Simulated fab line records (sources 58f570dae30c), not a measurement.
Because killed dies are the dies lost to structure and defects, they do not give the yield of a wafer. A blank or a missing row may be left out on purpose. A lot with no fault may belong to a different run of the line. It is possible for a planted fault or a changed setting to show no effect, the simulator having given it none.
What tool caused it? / flow berkeley cmos170 / Sampling: 14 lots, 42 wafers, 4 of 331 route steps

## WHAT EACH GAUGE READ, for each wafer
UCB170_M2_CD_MEAS_90 targets a cd of 700 nm.
lot=L739; measured=day 8 15:11; on=cd sem-02; cd nm (nm)=701 703 707
lot=L742; measured=day 9 09:13; on=cd sem-01; cd nm (nm)=697 702 696
lot=L740; measured=day 9 05:29; on=cd sem-01; cd nm (nm)=707 707 700
lot=L741; measured=day 9 08:50; on=cd sem-01; cd nm (nm)=701 695 700
lot=L744; measured=day 10 03:26; on=cd sem-01; cd nm (nm)=699 699 694
lot=L746; measured=day 10 03:59; on=cd sem-01; cd nm (nm)=705 700 696
lot=L751; measured=day 11 00:47; on=cd sem-01; cd nm (nm)=701 697 701
lot=L747; measured=day 11 01:14; on=cd sem-02; cd nm (nm)=702 701 698
lot=L757; measured=day 12 06:31; on=cd sem-02; cd nm (nm)=700 706 705
lot=L758; measured=day 12 14:46; on=cd sem-01; cd nm (nm)=699 704 703
lot=L759; measured=day 13 15:02; on=cd sem-01; cd nm (nm)=697 701 698
lot=L760; measured=day 13 14:24; on=cd sem-01; cd nm (nm)=705 695 704
lot=L761; measured=day 13 15:11; on=cd sem-02; cd nm (nm)=702 701 700
lot=L762; measured=day 13 15:02; on=cd sem-02; cd nm (nm)=705 696 694

## EACH LOT AND THE TOOL THAT RAN IT (in order: tool; ch and the chambers of the sampled wafers; start)
lot=L739; UCB170_CONTACT_STRIP_19=plasma asher-04 ch 0,1, day 8 04:55; UCB170_M1_SPUTTER_00=pvd sputter-01, day 8 05:20; UCB170_M2_STRIP_07=plasma asher-03 ch 0,1, day 8 12:44
lot=L742; UCB170_CONTACT_STRIP_19=plasma asher-03 ch 0, day 8 18:03; UCB170_M1_SPUTTER_00=pvd sputter-02, day 8 18:29; UCB170_M2_STRIP_07=plasma asher-03 ch 0,1, day 9 06:17
lot=L740; UCB170_CONTACT_STRIP_19=plasma asher-01 ch 1, day 8 18:19; UCB170_M1_SPUTTER_00=pvd sputter-01, day 8 18:44; UCB170_M2_STRIP_07=plasma asher-01 ch 0,1, day 9 01:51
lot=L741; UCB170_CONTACT_STRIP_19=plasma asher-01 ch 0,1, day 8 19:27; UCB170_M1_SPUTTER_00=pvd sputter-02, day 8 19:52; UCB170_M2_STRIP_07=plasma asher-02 ch 0, day 9 06:10
lot=L744; UCB170_CONTACT_STRIP_19=plasma asher-03 ch 0,1, day 9 13:58; UCB170_M1_SPUTTER_00=pvd sputter-03, day 9 14:22; UCB170_M2_STRIP_07=plasma asher-01 ch 0,1, day 10 00:18
lot=L746; UCB170_CONTACT_STRIP_19=plasma asher-01 ch 0,1, day 9 14:02; UCB170_M1_SPUTTER_00=pvd sputter-02, day 9 14:34; UCB170_M2_STRIP_07=plasma asher-03 ch 0,1, day 10 01:01
lot=L751; UCB170_CONTACT_STRIP_19=plasma asher-04 ch 0,1, day 10 11:27; UCB170_M1_SPUTTER_00=pvd sputter-02, day 10 12:04; UCB170_M2_STRIP_07=plasma asher-01 ch 0,1, day 10 22:37
lot=L747; UCB170_CONTACT_STRIP_19=plasma asher-01 ch 0,1, day 10 12:13; UCB170_M1_SPUTTER_00=pvd sputter-03, day 10 12:54; UCB170_M2_STRIP_07=plasma asher-01 ch 1, day 10 23:00
lot=L757; UCB170_CONTACT_STRIP_19=plasma asher-01 ch 0,1, day 11 20:51; UCB170_M1_SPUTTER_00=pvd sputter-03, day 11 21:14; UCB170_M2_STRIP_07=plasma asher-02 ch 0,1, day 12 04:37
lot=L758; UCB170_CONTACT_STRIP_19=plasma asher-04 ch 0,1, day 12 05:44; UCB170_M1_SPUTTER_00=pvd sputter-02, day 12 06:17; UCB170_M2_STRIP_07=plasma asher-02 ch 0,1, day 12 13:05
lot=L759; UCB170_CONTACT_STRIP_19=plasma asher-04 ch 0,1, day 12 07:27; UCB170_M1_SPUTTER_00=pvd sputter-01, day 12 08:01; UCB170_M2_STRIP_07=plasma asher-01 ch 0,1, day 13 12:20
lot=L760; UCB170_CONTACT_STRIP_19=plasma asher-03 ch 0,1, day 12 07:41; UCB170_M1_SPUTTER_00=pvd sputter-02, day 12 08:11; UCB170_M2_STRIP_07=plasma asher-03 ch 0,1, day 13 11:53
lot=L761; UCB170_CONTACT_STRIP_19=plasma asher-01 ch 0,1, day 12 20:01; UCB170_M1_SPUTTER_00=pvd sputter-02, day 12 20:22; UCB170_M2_STRIP_07=plasma asher-01 ch 0,1, day 13 12:46
lot=L762; UCB170_CONTACT_STRIP_19=plasma asher-04 ch 0,1, day 12 23:09; UCB170_M1_SPUTTER_00=pvd sputter-01, day 12 23:32; UCB170_M2_STRIP_07=plasma asher-03 ch 0, day 13 12:44
- UCB170_CONTACT_STRIP_19: strips in O2.
- UCB170_M1_SPUTTER_00: material Al, target thk 600 nm, time 80 s.
- UCB170_M2_STRIP_07: strips in O2.

## WHAT THE TOOLS THEMSELVES READ (means of the sampled wafers that have a number; where no wafer has one, the mark that the record gives instead)
UCB170_CONTACT_STRIP_19.
lot=L739; tool=plasma asher-04; drypump motor current A (A)=5.5; o2 flow sccm (sccm)=401.2; oes product au (a.u.)=0.724
lot=L742; tool=plasma asher-03; drypump motor current A (A)=5.6; o2 flow sccm (sccm)=402.0; oes product au (a.u.)=0.725
lot=L740; tool=plasma asher-01; drypump motor current A (A)=5.8; o2 flow sccm (sccm)=397.9; oes product au (a.u.)=0.726
lot=L741; tool=plasma asher-01; drypump motor current A (A)=5.6; o2 flow sccm (sccm)=400.4; oes product au (a.u.)=0.725
lot=L744; tool=plasma asher-03; drypump motor current A (A)=5.6; o2 flow sccm (sccm)=399.0; oes product au (a.u.)=0.725
lot=L746; tool=plasma asher-01; drypump motor current A (A)=5.6; o2 flow sccm (sccm)=400.0; oes product au (a.u.)=0.726
lot=L751; tool=plasma asher-04; drypump motor current A (A)=5.8; o2 flow sccm (sccm)=400.2; oes product au (a.u.)=0.722
lot=L747; tool=plasma asher-01; drypump motor current A (A)=5.3; o2 flow sccm (sccm)=400.0; oes product au (a.u.)=0.723
lot=L757; tool=plasma asher-01; drypump motor current A (A)=5.6; o2 flow sccm (sccm)=400.3; oes product au (a.u.)=0.725
lot=L758; tool=plasma asher-04; drypump motor current A (A)=5.5; o2 flow sccm (sccm)=399.1; oes product au (a.u.)=0.729
lot=L759; tool=plasma asher-04; drypump motor current A (A)=5.8; o2 flow sccm (sccm)=400.1; oes product au (a.u.)=0.721
lot=L760; tool=plasma asher-03; drypump motor current A (A)=5.6; o2 flow sccm (sccm)=399.9; oes product au (a.u.)=0.728
lot=L761; tool=plasma asher-01; drypump motor current A (A)=5.5; o2 flow sccm (sccm)=401.0; oes product au (a.u.)=0.726
lot=L762; tool=plasma asher-04; drypump motor current A (A)=5.8; o2 flow sccm (sccm)=399.9; oes product au (a.u.)=0.728

UCB170_M1_SPUTTER_00.
lot=L739; tool=pvd sputter-01; throttle valve pct (%)=30.3
lot=L742; tool=pvd sputter-02; throttle valve pct (%)=29.6
lot=L740; tool=pvd sputter-01; throttle valve pct (%)=29.7
lot=L741; tool=pvd sputter-02; throttle valve pct (%)=30.0
lot=L744; tool=pvd sputter-03; throttle valve pct (%)=29.8
lot=L746; tool=pvd sputter-02; throttle valve pct (%)=30.9
lot=L751; tool=pvd sputter-02; throttle valve pct (%)=29.5
lot=L747; tool=pvd sputter-03; throttle valve pct (%)=30.1
lot=L757; tool=pvd sputter-03; throttle valve pct (%)=30.0
lot=L758; tool=pvd sputter-02; throttle valve pct (%)=30.0
lot=L759; tool=pvd sputter-01; throttle valve pct (%)=30.7
lot=L760; tool=pvd sputter-02; throttle valve pct (%)=30.1
lot=L761; tool=pvd sputter-02; throttle valve pct (%)=29.9
lot=L762; tool=pvd sputter-01; throttle valve pct (%)=29.6

UCB170_M2_STRIP_07.
lot=L739; tool=plasma asher-03; drypump motor current A (A)=5.59; o2 flow sccm (sccm)=400.5; oes product au (a.u.)=0.733; strip time to endpoint s (s)=21.88
lot=L742; tool=plasma asher-03; drypump motor current A (A)=5.61; o2 flow sccm (sccm)=400.8; oes product au (a.u.)=0.731; strip time to endpoint s (s)=21.98
lot=L740; tool=plasma asher-01; drypump motor current A (A)=5.27; o2 flow sccm (sccm)=399.8; oes product au (a.u.)=0.733; strip time to endpoint s (s)=21.94
lot=L741; tool=plasma asher-02; drypump motor current A (A)=5.33; o2 flow sccm (sccm)=400.8; oes product au (a.u.)=0.730; strip time to endpoint s (s)=21.88
lot=L744; tool=plasma asher-01; drypump motor current A (A)=5.55; o2 flow sccm (sccm)=399.3; oes product au (a.u.)=0.735; strip time to endpoint s (s)=21.88
lot=L746; tool=plasma asher-03; drypump motor current A (A)=5.59; o2 flow sccm (sccm)=400.2; oes product au (a.u.)=0.734; strip time to endpoint s (s)=21.92
lot=L751; tool=plasma asher-01; drypump motor current A (A)=5.33; o2 flow sccm (sccm)=318.5; oes product au (a.u.)=0.717; strip time to endpoint s (s)=22.72
lot=L747; tool=plasma asher-01; drypump motor current A (A)=5.80; o2 flow sccm (sccm)=319.1; oes product au (a.u.)=0.714; strip time to endpoint s (s)=22.73
lot=L757; tool=plasma asher-02; drypump motor current A (A)=5.36; o2 flow sccm (sccm)=401.2; oes product au (a.u.)=0.731; strip time to endpoint s (s)=21.87
lot=L758; tool=plasma asher-02; drypump motor current A (A)=5.36; o2 flow sccm (sccm)=401.8; oes product au (a.u.)=0.735; strip time to endpoint s (s)=21.96
lot=L759; tool=plasma asher-01; drypump motor current A (A)=5.56; o2 flow sccm (sccm)=399.5; oes product au (a.u.)=0.733; strip time to endpoint s (s)=21.93
lot=L760; tool=plasma asher-03; drypump motor current A (A)=5.60; o2 flow sccm (sccm)=398.9; oes product au (a.u.)=0.737; strip time to endpoint s (s)=21.94
lot=L761; tool=plasma asher-01; drypump motor current A (A)=5.54; o2 flow sccm (sccm)=399.9; oes product au (a.u.)=0.734; strip time to endpoint s (s)=21.99
lot=L762; tool=plasma asher-03; drypump motor current A (A)=5.60; o2 flow sccm (sccm)=400.4; oes product au (a.u.)=0.733; strip time to endpoint s (s)=22.01

## THE ANSWER, worked out from the rows above alone
Rule: the lots themselves supply what counts as usual. Put in order of their means at a reading, lots are off if they are a third of the lots or fewer, leave a main group of 4 or more, and stand apart from it by a gap of 3 or more times the standard deviation of the main group's means; of several such gaps the widest counts. If all means in a main group match to the digits the tables above print for the reading, that group is not used. Also off: a lot with no number at a reading for which 4 or more lots have one. All remaining lots with rows at the step are treated as sound. First the gauges in route order, then the tools' own readings, where a lot's mean is used as printed above. At the first step where some lot is off, the reading lying furthest off is the one used; lots without a number count as furthest.
Off at UCB170_M2_STRIP_07 (o2 flow sccm): L751, L747. The main group has a mean of 400.3 sccm with a standard deviation of 0.8.
A tool fits if, at that step or a process step before it, it ran every lot that is off, and no sound lot after the first of them. None of those tried fits.

## WHAT HAD BEEN PUT IN BY THE SIMULATOR
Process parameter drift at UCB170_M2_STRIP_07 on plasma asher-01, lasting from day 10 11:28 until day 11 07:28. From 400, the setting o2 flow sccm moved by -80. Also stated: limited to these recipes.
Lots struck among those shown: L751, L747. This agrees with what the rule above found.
